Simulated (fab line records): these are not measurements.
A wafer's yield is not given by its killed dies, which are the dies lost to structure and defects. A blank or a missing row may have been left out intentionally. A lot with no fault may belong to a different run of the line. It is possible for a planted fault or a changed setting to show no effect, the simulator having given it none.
Split-lot study :: flow berkeley_cmos170 :: 5 lots, 23 wafers read, on a route of 331 steps

== ABOUT THE SPLIT ==
At UCB170_SILICIDE_SPUTTER_01 (material Ti, target thk 30 nm, time 25 s), the setting time_s was moved away from the recipe's 25 s on 8 of the 23 wafers read, by -12.7% to +14.1%. All remaining wafers had this setting at the recipe value.

== FROM THE SPLIT ON TO THE READING: in between, the file shows 1 step ==
- UCB170_SILICIDE_RS_MEAS_02: measures by four-point-probe

== THE READING ==
SILICIDE_TI_THK, in nm, at UCB170_SILICIDE_THK_MEAS_03 (measures by xrf). On this fab line, fault-free wafers typically give 30.7 nm with a standard deviation of 0.39 nm.

wafer: L074.1
tool, chamber at the split: pvd_sputter-01, -
time_s as run, s: 25
against the recipe: recipe
SILICIDE_TI_THK, nm: 31.0
against lot-mates on the recipe: -

wafer: L074.2
tool, chamber at the split: pvd_sputter-01, -
time_s as run, s: 23.85
against the recipe: -4.6%
SILICIDE_TI_THK, nm: 29.6
against lot-mates on the recipe: -1.2

wafer: L074.3
tool, chamber at the split: pvd_sputter-01, -
time_s as run, s: 25
against the recipe: recipe
SILICIDE_TI_THK, nm: 30.5
against lot-mates on the recipe: -

wafer: L074.5
tool, chamber at the split: pvd_sputter-01, -
time_s as run, s: 25
against the recipe: recipe
SILICIDE_TI_THK, nm: 30.8
against lot-mates on the recipe: -

wafer: L074.6
tool, chamber at the split: pvd_sputter-01, -
time_s as run, s: 23.85
against the recipe: -4.6%
SILICIDE_TI_THK, nm: 29.1
against lot-mates on the recipe: -1.7

wafer: L078.1
tool, chamber at the split: pvd_sputter-01, -
time_s as run, s: 21.83
against the recipe: -12.7%
SILICIDE_TI_THK, nm: 26.3
against lot-mates on the recipe: -4.1

wafer: L078.2
tool, chamber at the split: pvd_sputter-01, -
time_s as run, s: 25
against the recipe: recipe
SILICIDE_TI_THK, nm: 30.3
against lot-mates on the recipe: -

wafer: L078.3
tool, chamber at the split: pvd_sputter-01, -
time_s as run, s: 21.83
against the recipe: -12.7%
SILICIDE_TI_THK, nm: 26.0
against lot-mates on the recipe: -4.4

wafer: L078.4
tool, chamber at the split: pvd_sputter-01, -
time_s as run, s: 21.83
against the recipe: -12.7%
SILICIDE_TI_THK, nm: 26.1
against lot-mates on the recipe: -4.3

wafer: L078.6
tool, chamber at the split: pvd_sputter-01, -
time_s as run, s: 25
against the recipe: recipe
SILICIDE_TI_THK, nm: 30.5
against lot-mates on the recipe: -

wafer: L079.1
tool, chamber at the split: pvd_sputter-04, -
time_s as run, s: 25
against the recipe: recipe
SILICIDE_TI_THK, nm: 31.4
against lot-mates on the recipe: -

wafer: L079.2
tool, chamber at the split: pvd_sputter-04, -
time_s as run, s: 25
against the recipe: recipe
SILICIDE_TI_THK, nm: 30.9
against lot-mates on the recipe: -

wafer: L079.3
tool, chamber at the split: pvd_sputter-04, -
time_s as run, s: 25
against the recipe: recipe
SILICIDE_TI_THK, nm: 30.9
against lot-mates on the recipe: -

wafer: L079.4
tool, chamber at the split: pvd_sputter-04, -
time_s as run, s: 25
against the recipe: recipe
SILICIDE_TI_THK, nm: 31.2
against lot-mates on the recipe: -

wafer: L079.6
tool, chamber at the split: pvd_sputter-04, -
time_s as run, s: 25
against the recipe: recipe
SILICIDE_TI_THK, nm: 30.9
against lot-mates on the recipe: -

wafer: L081.1
tool, chamber at the split: pvd_sputter-04, -
time_s as run, s: 28.53
against the recipe: +14.1%
SILICIDE_TI_THK, nm: 35.4
against lot-mates on the recipe: +4.5

wafer: L081.2
tool, chamber at the split: pvd_sputter-04, -
time_s as run, s: 25
against the recipe: recipe
SILICIDE_TI_THK, nm: 30.8
against lot-mates on the recipe: -

wafer: L081.3
tool, chamber at the split: pvd_sputter-04, -
time_s as run, s: 25
against the recipe: recipe
SILICIDE_TI_THK, nm: 31.0
against lot-mates on the recipe: -

wafer: L081.4
tool, chamber at the split: pvd_sputter-04, -
time_s as run, s: 28.53
against the recipe: +14.1%
SILICIDE_TI_THK, nm: 35.8
against lot-mates on the recipe: +4.9

wafer: L081.6
tool, chamber at the split: pvd_sputter-04, -
time_s as run, s: 28.53
against the recipe: +14.1%
SILICIDE_TI_THK, nm: 35.4
against lot-mates on the recipe: +4.5

wafer: L082.3
tool, chamber at the split: pvd_sputter-03, -
time_s as run, s: 25
against the recipe: recipe
SILICIDE_TI_THK, nm: 30.9
against lot-mates on the recipe: -

wafer: L082.4
tool, chamber at the split: pvd_sputter-03, -
time_s as run, s: 25
against the recipe: recipe
SILICIDE_TI_THK, nm: 30.8
against lot-mates on the recipe: -

wafer: L082.5
tool, chamber at the split: pvd_sputter-03, -
time_s as run, s: 25
against the recipe: recipe
SILICIDE_TI_THK, nm: 30.9
against lot-mates on the recipe: -

FIT RESULTS
A straight line over all 23 wafers: SILICIDE_TI_THK changes by +0.349 nm for each +1% of time_s; r = +0.99; the points scatter about the line by 0.28 nm.
The same after taking each lot's own level away (the mean of its wafers on the recipe; 23 wafers): +0.331 nm for each +1%; r = +1.00; scatter 0.18 nm.
According to that fit, moving time_s by its largest amount changes the reading by 4.7 nm.
The lots' own levels span 30.40 to 31.06 nm, that is 1.7 times the standard deviation above.
Hence the lot-to-lot level has little effect on the slope; both slopes agree.
Check: with one of the wafers moved furthest among these (+14.1%) left out of the fit, the line predicts +4.72 nm for it against its lot-mates. Against them it came out at +4.5 nm.

== THE WHOLE CHAIN: every reading that the file lists as answering this split, in the file's order ==
step: UCB170_SILICIDE_SPUTTER_01
what it does: material Ti, target thk 30 nm, time 25 s
reading: Ti_of_SILICIDE_SPUTTER_01.thk_nm (the simulator's own value, which no gauge read)
change (the file's fit): +0.317 nm for each +1% of the setting
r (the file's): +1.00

step: UCB170_SILICIDE_RS_MEAS_02
what it does: measures by four-point-probe
reading: SILICIDE_TI_RS
change (the file's fit): -0.332 for each +1% of the setting
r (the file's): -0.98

step: UCB170_SILICIDE_THK_MEAS_03
what it does: measures by xrf
reading: SILICIDE_TI_THK
change (the file's fit): +0.332 for each +1% of the setting
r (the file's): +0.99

== THE FILE'S OWN FIT ==
SILICIDE_TI_THK changes by +0.332 nm for each +1% of time_s, r = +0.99.
